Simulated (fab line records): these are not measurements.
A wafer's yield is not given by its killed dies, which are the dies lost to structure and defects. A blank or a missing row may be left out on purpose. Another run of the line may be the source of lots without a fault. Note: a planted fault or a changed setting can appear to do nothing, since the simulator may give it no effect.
Split-lot study :: flow berkeley-cmos170 :: 23 wafers read from 5 lots, route of 331 steps

## ON THE SPLIT
At UCB170_GATE_EXPOSE_09 (exposes mask POLY, target cd 350 nm), the setting dose-mj was moved away from the recipe's 21 on 10 of the 23 wafers read, by -6.2% to +7.3%. For the rest of the wafers, this setting stayed at what the recipe calls for.

## FROM THE SPLIT TO THE READING: what the file shows between them, 6 steps
- UCB170_GATE_PEB_10
- UCB170_GATE_DEVELOP_11: develop time 45 s
- UCB170_GATE_CD_MEAS_12: target cd 350 nm
- UCB170_GATE_ETCH_14: etches BARC in N2/H2
- UCB170_GATE_ETCH_15: etches poly-Si in HBr/Cl2, stops on SiO2, time 56.3 s, target depth 278.2 nm
- UCB170_GATE_STRIP_16: strips in O2

## THE READING
cd-nm (nm) at UCB170_GATE_CD_MEAS_90, where the cd target is 350 nm. A value of 350.1 nm with a standard deviation of 1.5 nm is what fault-free wafers of this fab line usually give.

wafer: L077.1
tool, chamber at the split: krf-scanner-01, 0
dose-mj as run: 21
against the recipe: recipe
cd-nm, nm: 352.3
against lot-mates on the recipe: -

wafer: L077.2
tool, chamber at the split: krf-scanner-01, 0
dose-mj as run: 21
against the recipe: recipe
cd-nm, nm: 352.1
against lot-mates on the recipe: -

wafer: L077.4
tool, chamber at the split: krf-scanner-01, 0
dose-mj as run: 21
against the recipe: recipe
cd-nm, nm: 352.0
against lot-mates on the recipe: -

wafer: L077.5
tool, chamber at the split: krf-scanner-01, 0
dose-mj as run: 20.27
against the recipe: -3.5%
cd-nm, nm: 359.9
against lot-mates on the recipe: +7.8

wafer: L077.6
tool, chamber at the split: krf-scanner-01, 0
dose-mj as run: 20.27
against the recipe: -3.5%
cd-nm, nm: 359.5
against lot-mates on the recipe: +7.4

wafer: L075.1
tool, chamber at the split: krf-scanner-02, 0
dose-mj as run: 21
against the recipe: recipe
cd-nm, nm: 349.4
against lot-mates on the recipe: -

wafer: L075.3
tool, chamber at the split: krf-scanner-02, 0
dose-mj as run: 21
against the recipe: recipe
cd-nm, nm: 350.9
against lot-mates on the recipe: -

wafer: L075.6
tool, chamber at the split: krf-scanner-02, 0
dose-mj as run: 21
against the recipe: recipe
cd-nm, nm: 351.0
against lot-mates on the recipe: -

wafer: L080.1
tool, chamber at the split: krf-scanner-02, 0
dose-mj as run: 20.19
against the recipe: -3.9%
cd-nm, nm: 355.0
against lot-mates on the recipe: +6.6

wafer: L080.3
tool, chamber at the split: krf-scanner-02, 0
dose-mj as run: 21
against the recipe: recipe
cd-nm, nm: 347.7
against lot-mates on the recipe: -

wafer: L080.4
tool, chamber at the split: krf-scanner-02, 0
dose-mj as run: 20.19
against the recipe: -3.9%
cd-nm, nm: 354.4
against lot-mates on the recipe: +6.0

wafer: L080.5
tool, chamber at the split: krf-scanner-02, 0
dose-mj as run: 20.19
against the recipe: -3.9%
cd-nm, nm: 354.7
against lot-mates on the recipe: +6.3

wafer: L080.6
tool, chamber at the split: krf-scanner-02, 0
dose-mj as run: 21
against the recipe: recipe
cd-nm, nm: 349.0
against lot-mates on the recipe: -

wafer: L082.1
tool, chamber at the split: krf-scanner-02, 0
dose-mj as run: 22.54
against the recipe: +7.3%
cd-nm, nm: 337.6
against lot-mates on the recipe: -12.0

wafer: L082.2
tool, chamber at the split: krf-scanner-02, 0
dose-mj as run: 22.54
against the recipe: +7.3%
cd-nm, nm: 337.3
against lot-mates on the recipe: -12.3

wafer: L082.3
tool, chamber at the split: krf-scanner-02, 0
dose-mj as run: 21
against the recipe: recipe
cd-nm, nm: 348.4
against lot-mates on the recipe: -

wafer: L082.5
tool, chamber at the split: krf-scanner-02, 0
dose-mj as run: 22.54
against the recipe: +7.3%
cd-nm, nm: 336.3
against lot-mates on the recipe: -13.3

wafer: L082.6
tool, chamber at the split: krf-scanner-02, 0
dose-mj as run: 21
against the recipe: recipe
cd-nm, nm: 350.9
against lot-mates on the recipe: -

wafer: L084.1
tool, chamber at the split: krf-scanner-02, 0
dose-mj as run: 21
against the recipe: recipe
cd-nm, nm: 348.9
against lot-mates on the recipe: -

wafer: L084.2
tool, chamber at the split: krf-scanner-02, 0
dose-mj as run: 21
against the recipe: recipe
cd-nm, nm: 348.7
against lot-mates on the recipe: -

wafer: L084.4
tool, chamber at the split: krf-scanner-02, 0
dose-mj as run: 21
against the recipe: recipe
cd-nm, nm: 348.1
against lot-mates on the recipe: -

wafer: L084.5
tool, chamber at the split: krf-scanner-02, 0
dose-mj as run: 19.69
against the recipe: -6.2%
cd-nm, nm: 360.9
against lot-mates on the recipe: +12.3

wafer: L084.6
tool, chamber at the split: krf-scanner-02, 0
dose-mj as run: 19.69
against the recipe: -6.2%
cd-nm, nm: 359.7
against lot-mates on the recipe: +11.1

THE FIT
A straight line over all 23 wafers: cd-nm changes by -1.74 nm for each +1% of dose-mj; r = -0.96; the points scatter about the line by 1.9 nm.
The same after taking each lot's own level away (the mean of its wafers on the recipe; 23 wafers): -1.78 nm for each +1%; r = -0.99; scatter 0.8 nm.
Per that fit: largest dose-mj move, reading shift of 13 nm.
From 348.35 to 352.13 nm: that is the span of the lots' own levels, equal to 2.5 times the standard deviation above.
The two slopes agree, so the slope changes little with the lot-to-lot level.
Check: for one of the wafers moved furthest among these (+7.3%), held out of the fit, the line's prediction against its lot-mates is -13.1 nm. Against them it came out at -12 nm.

## THE WHOLE CHAIN: every reading that the file lists as answering this split, in the file's order
step: UCB170_GATE_CD_MEAS_12
what it does: target cd 350 nm
reading: cd-nm
change (the file's fit): -1.82 nm for each +1% of the setting
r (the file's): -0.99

step: UCB170_GATE_ETCH_15
what it does: etches poly-Si in HBr/Cl2, stops on SiO2, time 56.3 s, target depth 278.2 nm
reading: GATE.cd-nm (the simulator's own value, which no gauge read)
change (the file's fit): -1.8 nm for each +1% of the setting
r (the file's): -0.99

step: UCB170_GATE_CD_MEAS_90
what it does: target cd 350 nm
reading: cd-nm
change (the file's fit): -1.81 nm for each +1% of the setting
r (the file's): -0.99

## FILE'S OWN FIT
cd-nm changes by -1.81 nm for each +1% of dose-mj, r = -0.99.
